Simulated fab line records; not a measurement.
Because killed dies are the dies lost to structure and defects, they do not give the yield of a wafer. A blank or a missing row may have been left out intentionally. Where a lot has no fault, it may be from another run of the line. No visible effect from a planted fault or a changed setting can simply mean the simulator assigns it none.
fab line records | flow rit-cmos
record: lots: 7 wafers: 21 last-day: 7
route steps=202 shown M1@186
lots untouched by any fault: they come from a run of this same line in which no faults occurred
start-h: start of the lot's first displayed wafer, in hours after the record's first day | wait-h: hours from the lot's prior step to this one | " identical to the entry in the row above | L1.1+2: a row that stands for several wafers | - no value, or no start was given | * or withheld: withheld | < > ~ a bound
route shown NAME@n: names a module that has steps shown in the file, with the first one's number in the route | usual: mean/standard deviation taken from wafers without a fault | same: alike in all rows | chamber/n: place in a boat | sites: readings site by site | _std_site: their standard deviation | _edge_site: inner sites' mean taken away from outer sites' mean | radius-mm: for every site, how far away it sits from the centre of the wafer | mask NAME#n: copy n | behind: the last tool/chamber to shape the wafer | hold: why the lot was held/for how many hours/how that ended | device: the transistor (n, p or np) that didn't switch | end of line: at the end of the route, the tests of the same wafers | for a step that has no rows: nothing shown but its recipe | killed: the dies lost at the first sort to structure and to defects; this is not the yield of the wafer | map: a wafer's dies, marking killed ones x, the rest . and places with no die _
set.NAME: the setting the step ran with; set.NAME@STEP: the setting that earlier step ran with | model.NAME: the simulator's own value behind a step, which no gauge read
certain route steps with their lots: each step a table, each wafer a row
services: a tool's chamber out of use, with start hour (start-h, from the record's first day; less than 0 if before it), hours out, and reason
== steps ==
step: RIT_M1_THK_MEAS_02
recipe: thk-meas-gauge: xrf reads: Al_of_M1_SPUTTER_00
usual: M1_AL_THK: 405/4.4
columns lot.wafer tool chamber start-h wait-h M1_AL_THK[nm]
L842.1 film-metro-04 - 64.53 0.1 393
L842.5 " - " " 395
L842.6 " - " " 396
L850.1 film-metro-03 - 103.17 0.1 409
L850.2 " - " " 407
L850.3 " - " " 407
L853.3 film-metro-02 - 115.92 0.1 404
L853.4 " - " " 406
L853.5 " - " " 405
L855.1 film-metro-04 - 123.87 0.1 413
L855.2 " - " " 412
L855.4 " - " " 415
L856.1 film-metro-04 - 128.56 0.1 406
L856.4 " - " " 404
L856.5 " - " " 402
L861.1 film-metro-03 - 154.18 0.1 411
L861.2 " - " " 408
L861.4 " - " " 415
L863.2 film-metro-04 - 164.71 0.1 401
L863.4 " - " " 406
L863.5 " - " " 404
step: RIT_M1_HMDS_03
recipe: prime-time-s: 60 prime-temp-c: 140
step: RIT_M1_COAT_04
recipe: resist: NOVOLAK spin-rpm: 2000 resist-thk-nm: 1300
step: RIT_M1_SOFTBAKE_05
recipe: resist: NOVOLAK temp-c: 90 time-s: 60
step: RIT_M1_EXPOSE_06
recipe: mask-id: M12 na: 0.6 source-shape: conventional sigma-outer: 0.5 target-cd-nm: 2600 dose-mj: 250
step: RIT_M1_PEB_07
recipe: resist: NOVOLAK temp-c: withheld time-s: withheld
step: RIT_M1_DEVELOP_08
recipe: resist: NOVOLAK develop-time-s: 68 dev-temp-c: 23
step: RIT_M1_CD_MEAS_09
recipe: target-cd-nm: 2600
usual: cd-nm: 2600.0/2.2
columns lot.wafer tool chamber start-h wait-h cd-nm
L842.1 cd-sem-02 - 65.47 - 2601.2
L842.5 " - " " 2600.1
L842.6 " - " " 2597.5
L850.1 cd-sem-01 - 104.26 - 2596.9
L850.2 " - " " 2595.3
L850.3 " - " " 2596.3
L853.3 cd-sem-02 - 116.92 - 2599.5
L853.4 " - " " 2602.3
L853.5 " - " " 2596.3
L855.1 cd-sem-02 - 124.81 - 2595.5
L855.2 " - " " 2596.9
L855.4 " - " " 2594.4
L856.1 cd-sem-01 - 129.67 - 2599.1
L856.4 " - " " 2602.6
L856.5 " - " " 2600.2
L861.1 cd-sem-02 - 155.12 - 2600.3
L861.2 " - " " 2599.0
L861.4 " - " " 2600.5
L863.2 cd-sem-01 - 165.69 - 2598.5
L863.4 " - " " 2599.6
L863.5 " - " " 2598.6
step: RIT_M1_OVL_MEAS_10
usual: M1_OVL: 0.9/1.5
columns lot.wafer tool chamber start-h wait-h M1_OVL[nm]
L842.1 overlay-01 - 65.59 0.1 2.2
L842.5 " - " " 3.9
L842.6 " - " " 3.6
L850.1 overlay-02 - 104.38 0.1 2.0
L850.2 " - " " 1.3
L850.3 " - " " 2.6
L853.3 overlay-02 - 117.01 0.1 0.8
L853.4 " - " " 0.4
L853.5 " - " " 0.2
L855.1 overlay-01 - 124.93 0.1 -1.2
L855.2 " - " " -0.6
L855.4 " - " " -0.8
L856.1 overlay-02 - 129.79 0.1 1.6
L856.4 " - " " 2.6
L856.5 " - " " 2.5
L861.1 overlay-01 - 155.24 0.1 -0.4
L861.2 " - " " -1.7
L861.4 " - " " -0.2
L863.2 overlay-02 - 165.80 0.1 0.7
L863.4 " - " " 0.0
L863.5 " - " " -0.5
step: RIT_M1_HARDBAKE_11
recipe: resist: NOVOLAK temp-c: 140 time-s: 120
step: RIT_M1_METAL_ETCH_12
recipe: stop-on: SiO2 chemistry: Cl2/BCl3 target: Al time-s: 165 over-etch-frac: 0.5 pressure-mtorr: 100 target-depth-a: 6000 rf-w: 250 Cl2_flow_sccm: 60 bcl3-flow-sccm: 50
usual: drypump-motor-current-A: 5.6/0.56 oes-product-au: 0.787/0.0094 throttle-valve-pct: 8.33/0.14
columns lot.wafer tool chamber start-h wait-h drypump-motor-current-A oes-product-au rf-hours-counter-h throttle-valve-pct
L842.1 rie-metal-04 1 65.87 0.2 5.9 0.779 1 8.54
L842.5 " 1 " " 6.0 0.789 - 8.53
L842.6 " 0 " " 6.1 0.781 - 8.15
L850.1 rie-metal-01 0 104.66 0.2 6.4 0.777 40 8.47
L850.2 " 1 " " 5.5 0.783 37 8.39
L850.3 " 0 " " 6.4 0.783 - 8.46
L853.3 rie-metal-01 1 117.34 0.2 5.5 0.775 - 8.39
L853.4 " 0 " " 6.4 0.790 - 8.46
L853.5 " 1 " " 5.5 0.775 - 8.38
L855.1 rie-metal-02 1 125.22 0.2 5.0 0.800 5 8.19
L855.2 " 0 " " 4.8 0.796 4 8.28
L855.4 " 1 " " 5.0 0.801 - 8.20
L856.1 rie-metal-01 1 130.08 0.2 5.5 0.778 37 8.38
L856.4 " 0 " " 6.4 0.783 - 8.45
L856.5 " 0 " " 6.4 0.778 - 8.45
L861.1 rie-metal-04 0 155.53 0.2 6.1 0.792 2 8.16
L861.2 " 1 " " 6.0 0.802 2 8.54
L861.4 " 1 " " 6.0 0.800 - 8.52
L863.2 rie-metal-02 1 166.08 0.2 5.0 0.780 6 8.18
L863.4 " 1 " " 5.0 0.784 - 8.18
L863.5 " 0 " " 4.9 0.784 - 8.28
step: RIT_M1_STRIP_13
recipe: chemistry: nmp resist: NOVOLAK temp-c: 80 time-s: 600 dry: n2-spin
step: RIT_M1_STRIP_14
recipe: chemistry: O2 time-s: 180 platen-temp-c: withheld power-w: 500 pressure-mtorr: 4000 o2-flow-sccm: 4000
usual: drypump-motor-current-A: 5.6/0.34 rf-refl-power-W: 6.5/1.1 run-length-s: 208.3/0.46
columns lot.wafer tool chamber start-h wait-h drypump-motor-current-A rf-hours-counter-h rf-refl-power-W run-length-s
L842.1 plasma-asher-04 0 66.27 0.0 5.6 43 4.1 207.6
L842.5 " 0 " " 5.7 - 4.1 207.8
L842.6 " 1 " " 5.2 - 7.4 208.0
L850.1 plasma-asher-01 1 105.00 0.0 5.6 48 7.9 207.9
L850.2 " 0 " " 5.9 48 7.0 208.6
L850.3 " 1 " " 5.6 - 8.2 207.8
L853.3 plasma-asher-01 0 117.69 0.1 5.9 - 6.2 208.4
L853.4 " 1 " " 5.6 - - 201.1
L853.5 " 0 " " 5.9 - 6.2 208.3
L855.1 plasma-asher-01 1 125.56 0.0 5.6 50 - 201.0
L855.2 " 0 " " 5.9 50 6.5 208.4
L855.4 " 0 " " 5.9 - 6.3 208.6
L856.1 plasma-asher-01 1 130.41 0.0 5.6 51 - 201.6
L856.4 " 0 " " 5.9 - 6.2 208.8
L856.5 " 1 " " 5.6 - - 201.4
L861.1 plasma-asher-04 0 155.86 0.0 5.6 4 4.1 207.7
L861.2 " 1 " " 5.3 4 7.4 208.0
L861.4 " 0 " " 5.6 - 4.1 207.7
L863.2 plasma-asher-04 1 166.43 0.0 5.3 5 7.5 208.1
L863.4 " 1 " " 5.3 - 7.4 208.3
L863.5 " 1 " " 5.3 - 7.4 208.2
step: RIT_M1_CD_MEAS_90
recipe: target-cd-nm: 2600
usual: cd-nm: 2599.9/2.9
columns lot.wafer tool chamber start-h wait-h cd-nm
L842.1 cd-sem-01 - 66.44 0.1 2599.3
L842.5 " - " " 2596.9
L842.6 " - " " 2596.6
L850.1 cd-sem-02 - 105.18 0.1 2598.0
L850.2 " - " " 2596.1
L850.3 " - " " 2596.8
L853.3 cd-sem-01 - 117.85 0.1 2601.2
L853.4 " - " " 2604.3
L853.5 " - " " 2598.8
L855.1 cd-sem-01 - 125.73 0.1 2596.1
L855.2 " - " " 2597.1
L855.4 " - " " 2594.6
L856.1 cd-sem-01 - 130.59 0.1 2600.1
L856.4 " - " " 2603.5
L856.5 " - " " 2602.3
L861.1 cd-sem-02 - 156.04 0.1 2604.1
L861.2 " - " " 2594.8
L861.4 " - " " 2598.3
L863.2 cd-sem-02 - 166.62 0.1 2598.8
L863.4 " - " " 2598.5
L863.5 " - " " 2598.6
step: RIT_M1_PROBE_99
usual: defect-limited-yield: 97.5/1.2 killed-at-contacts: 0.1/0.29 killed-at-front-end: 6/3 killed-dies: 7/3.1 killed-open: 3.2/1.9 killed-short: 3.3/1.9 sort_bin_3_pad_short: 0.1/0.18 sort_bin_5_function: 1.5/0.88 sort_bin_6_memory: 0.9/0.62 sort-n-pass: 257/3.1 sort-yield-pct: 97.5/1.2
same: gross-dies: 264 killed_at_M0_to_M3: 0 killed_at_M4_up: 0 killed-at-back-side: 0 killed-at-other: 0
columns lot.wafer tool chamber start-h wait-h defect-limited-yield[%] killed-at-contacts killed-at-front-end killed-dies killed-open killed-short sort_bin_3_pad_short[%] sort_bin_5_function[%] sort_bin_6_memory[%] sort-n-pass sort-yield-pct[%]
L842.1 prober-02 - 68.84 0.1 97.0 0 8 8 6 2 0 0.8 2.3 256 97.0
L842.5 prober-02 - 69.04 0.2 97.3 1 6 7 3 4 0 1.9 0.8 257 97.3
L842.6 prober-02 - 69.09 0.2 96.2 0 10 10 7 3 0 2.3 1.5 254 96.2
L850.1 prober-01 - 106.92 0.1 97.3 0 7 7 3 4 0.4 0.8 1.5 257 97.3
L850.2 prober-01 - 106.97 0.1 98.5 0 4 4 1 3 0 0.8 0.8 260 98.5
L850.3 prober-01 - 107.02 0.2 98.5 0 4 4 2 2 0 0.8 0.8 260 98.5
L853.3 prober-02 - 120.17 0.2 95.8 0 11 11 7 4 0 2.7 1.5 253 95.8
L853.4 prober-02 - 120.22 0.2 97.0 0 8 8 5 3 0 2.7 0.4 256 97.0
L853.5 prober-02 - 120.27 0.2 96.2 0 10 10 4 6 0.8 1.9 1.1 254 96.2
L855.1 prober-02 - 127.47 0.1 99.2 0 2 2 2 0 0 0.8 0 262 99.2
L855.2 prober-02 - 127.52 0.1 97.3 0 7 7 2 5 0.4 1.9 0.4 257 97.3
L855.4 prober-02 - 127.62 0.2 98.1 0 5 5 4 1 0 0.8 1.1 259 98.1
L856.1 prober-01 - 133.56 0.1 98.1 0 5 5 3 2 0 0.8 1.1 259 98.1
L856.4 prober-01 - 133.71 0.2 99.2 0 2 2 1 1 0 0.4 0.4 262 99.2
L856.5 prober-01 - 133.76 0.2 96.2 0 10 10 4 6 0 3.0 0.8 254 96.2
L861.1 prober-02 - 157.78 0.1 96.6 0 9 9 6 3 0 1.9 1.5 255 96.6
L861.2 prober-02 - 157.83 0.1 97.0 0 8 8 3 5 0 1.9 1.1 256 97.0
L861.4 prober-02 - 157.93 0.2 98.1 0 5 5 4 1 0 1.5 0.4 259 98.1
L863.2 prober-01 - 168.72 0.1 98.9 0 3 3 1 2 0 0.8 0.4 261 98.9
L863.4 prober-01 - 168.82 0.2 98.1 0 5 5 1 4 0 0.8 1.1 259 98.1
L863.5 prober-01 - 168.87 0.2 97.7 0 6 6 2 4 0.4 1.1 0.8 258 97.7
killed by level:class
L842.1 GATE:geometric-particle:open=2 FOX1:geometric-particle:open=1 FOX2:geometric-particle:open=1 GATE:geometric-particle:short=1 SPACER:geometric-particle:open=1 SPACER:geometric-particle:short=1 SILICIDE:geometric-particle:open=1
L842.5 FOX2:geometric-particle:short=3 GATE:geometric-particle:open=1 REOX:geometric-particle:short=1 SPACER:geometric-particle:open=1 CONTACT:geometric-particle:open=1
L842.6 GATE:geometric-particle:open=5 FOX1:geometric-particle:open=2 GATE:geometric-particle:short=1 REOX:geometric-particle:short=1 SPACER:geometric-particle:short=1
L850.1 GATE:geometric-particle:open=2 GATE:geometric-particle:short=2 REOX:geometric-particle:short=2 REOX:geometric-particle:open=1
L850.2 FOX1:geometric-particle:short=3 GATE:geometric-particle:open=1
L850.3 SPACER:geometric-particle:short=2 GATE:geometric-particle:open=1 SILICIDE:geometric-particle:open=1
L853.3 FOX2:geometric-particle:open=3 FOX1:geometric-particle:short=2 FOX1:geometric-particle:open=2 FOX2:geometric-particle:short=1 SPACER:geometric-particle:open=1 SILICIDE:geometric-particle:open=1 SILICIDE:geometric-particle:short=1
L853.4 FOX1:geometric-particle:open=2 GATE:geometric-particle:short=2 GATE:geometric-particle:open=2 FOX2:geometric-particle:short=1 SILICIDE:geometric-particle:open=1
L853.5 FOX1:geometric-particle:short=2 GATE:geometric-particle:open=2 SILICIDE:geometric-particle:short=2 FOX1:geometric-particle:open=1 FOX2:geometric-particle:open=1 GATE:geometric-particle:short=1 REOX:geometric-particle:short=1
L855.1 REOX:geometric-particle:open=1 SPACER:geometric-particle:open=1
L855.2 SPACER:geometric-particle:short=3 GATE:geometric-particle:short=2 GATE:geometric-particle:open=1 SILICIDE:geometric-particle:open=1
L855.4 GATE:geometric-particle:open=2 REOX:geometric-particle:open=1 SPACER:geometric-particle:short=1 SILICIDE:geometric-particle:open=1
L856.1 FOX1:geometric-particle:short=1 SPACER:geometric-particle:open=1 GATE:geometric-particle:open=1 REOX:geometric-particle:open=1 REOX:geometric-particle:short=1
L856.4 FOX1:geometric-particle:short=1 FOX1:geometric-particle:open=1
L856.5 FOX1:geometric-particle:short=3 FOX1:geometric-particle:open=2 GATE:geometric-particle:open=2 SPACER:geometric-particle:short=2 SILICIDE:geometric-particle:short=1
L861.1 GATE:geometric-particle:short=3 SPACER:geometric-particle:open=2 SILICIDE:geometric-particle:open=2 GATE:geometric-particle:open=1 REOX:geometric-particle:open=1
L861.2 FOX1:geometric-particle:short=2 FOX1:geometric-particle:open=2 GATE:geometric-particle:short=2 GATE:geometric-particle:open=1 REOX:geometric-particle:short=1
L861.4 FOX1:geometric-particle:open=1 FOX2:geometric-particle:open=1 GATE:geometric-particle:short=1 GATE:geometric-particle:open=1 SILICIDE:geometric-particle:open=1
L863.2 GATE:geometric-particle:open=1 REOX:geometric-particle:short=1 SPACER:geometric-particle:short=1
L863.4 GATE:geometric-particle:short=2 SPACER:geometric-particle:short=2 GATE:geometric-particle:open=1
L863.5 SILICIDE:geometric-particle:short=4 GATE:geometric-particle:open=1 SILICIDE:geometric-particle:open=1
== services ==
columns tool chamber start-h hours kind
rie-metal-01 1 77.42 7.4 repair
plasma-asher-04 - 108.75 9.0 pm
plasma-asher-04 0 108.75 9.0 vent-cycle
plasma-asher-04 1 108.75 9.0 vent-cycle
plasma-asher-04 0 117.75 - clean
plasma-asher-04 1 117.75 - clean
rie-metal-01 - 136.12 20.0 pm
rie-metal-01 0 136.12 20.0 vent-cycle
rie-metal-01 1 136.12 20.0 vent-cycle
plasma-asher-01 - 150.73 4.3 repair
rie-metal-01 0 156.12 - clean
rie-metal-01 1 156.12 - clean
== key ==
first-sign: step: RIT_M1_STRIP_14 reading: run-length-s direction: down sigmas: 15 usual: * struck: *
effect none on later readings
met-at RIT_M1_STRIP_14
struck-wafers L853.4,L855.1,L856.1,L856.5
onset-between 105.00 117.69
fault: kind: process-parameter-drift tool: plasma-asher-01 chamber: 1 onset-h: 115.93 steps: RIT_M1_STRIP_14 channel: time-s offset: * shape: step end-h: 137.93 acts-in: * stated: *
